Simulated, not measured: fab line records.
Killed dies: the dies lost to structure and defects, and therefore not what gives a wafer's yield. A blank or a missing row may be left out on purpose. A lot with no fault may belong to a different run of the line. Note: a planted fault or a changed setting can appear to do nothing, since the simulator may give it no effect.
The same fault as seen by 2 desks    flow berkeley_cmos170    numbers are kept per desk, each desk with only its own; the story behind them comes last

DESK OF THE TOOL OWNER: implanter-03
For each lot that ran on this tool, the mean over its sampled wafers that have a number, from the tool's own readings at UCB170_PSD_IMPLANT_08. If a lot's mean is further than 4 standard deviations from the usual mean, the lot is out of limits and carries the mark OUT (the distance appears in the brackets).
Columns: A = tilt_deg at UCB170_PSD_IMPLANT_08, usual 7.001 degrees
lot   first seen here  A
L191  day 8 04:28      6.995
L192  day 8 12:20      6.997
L197  day 9 00:08      7.000
L193  day 9 01:07      6.990
L195  day 9 05:04      8.116 (+62) OUT
L199  day 9 17:26      8.097 (+61) OUT
Finding of this desk: L195, L199 out of limits; the first was L195 at day 9 05:04, on tilt_deg at UCB170_PSD_IMPLANT_08. In limits: L191, L192, L197, L193.

THE METROLOGY DESK
What the gauges read, lot by lot, whatever tool the lot ran on: means of the sampled wafers that have a number. If a lot's mean is further than 4 standard deviations from the usual mean, the lot is out of limits and carries the mark OUT (the distance appears in the brackets).
Columns: A = PSD_RS at UCB170_SDANNEAL_RS_MEAS_02, usual 75.53 ohm/sq; B = V2_BOW at UCB170_V2_BOW_MEAS_03, usual 36 um; C = M3_OVL at UCB170_M3_OVL_MEAS_16, usual -1 nm
lot   first seen here  A      B   C
L184  day 7 08:28      75.38  30  2
L186  day 7 10:34      75.20  32  -14
L187  day 7 16:45      75.51  49  -1
L189  day 8 07:33      75.81  42  -0
L191  day 8 08:01      75.24  41  1
L190  day 8 08:02      75.67  38  -1
L188  day 8 08:22      75.80  28  -2
L192  day 8 17:14      75.28  30  1
L197  day 9 04:16      75.33  47  -8
L194  day 9 04:44      75.49  35  2
L193  day 9 05:40      75.59  39  1
L195  day 10 03:56     -      33  12
L199  day 10 15:13     -      35  1
L205  day 10 19:58     75.48  42  -12
Result from this desk: across the 14 lots, nothing is out of limits.

BROUGHT TOGETHER
At day 9 05:04, on L195, L199, the tool owner's desk was in a position to raise an alarm.
From the metrology desk's view, nothing was out of limits.
The metrology desk holds a record of L195, L199, inside its limits.
All the named lots went through UCB170_PSD_IMPLANT_08 on implanter-03.

WHAT THE SIMULATOR HAD PUT IN
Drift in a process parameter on implanter-03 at UCB170_PSD_IMPLANT_08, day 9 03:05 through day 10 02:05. A move of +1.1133 in setting tilt_deg, from 7. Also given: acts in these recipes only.
Shown lots that were struck: L195, L199.
Hours from the fault's start to each desk's first reading out of limits: the tool owner's desk, 2.
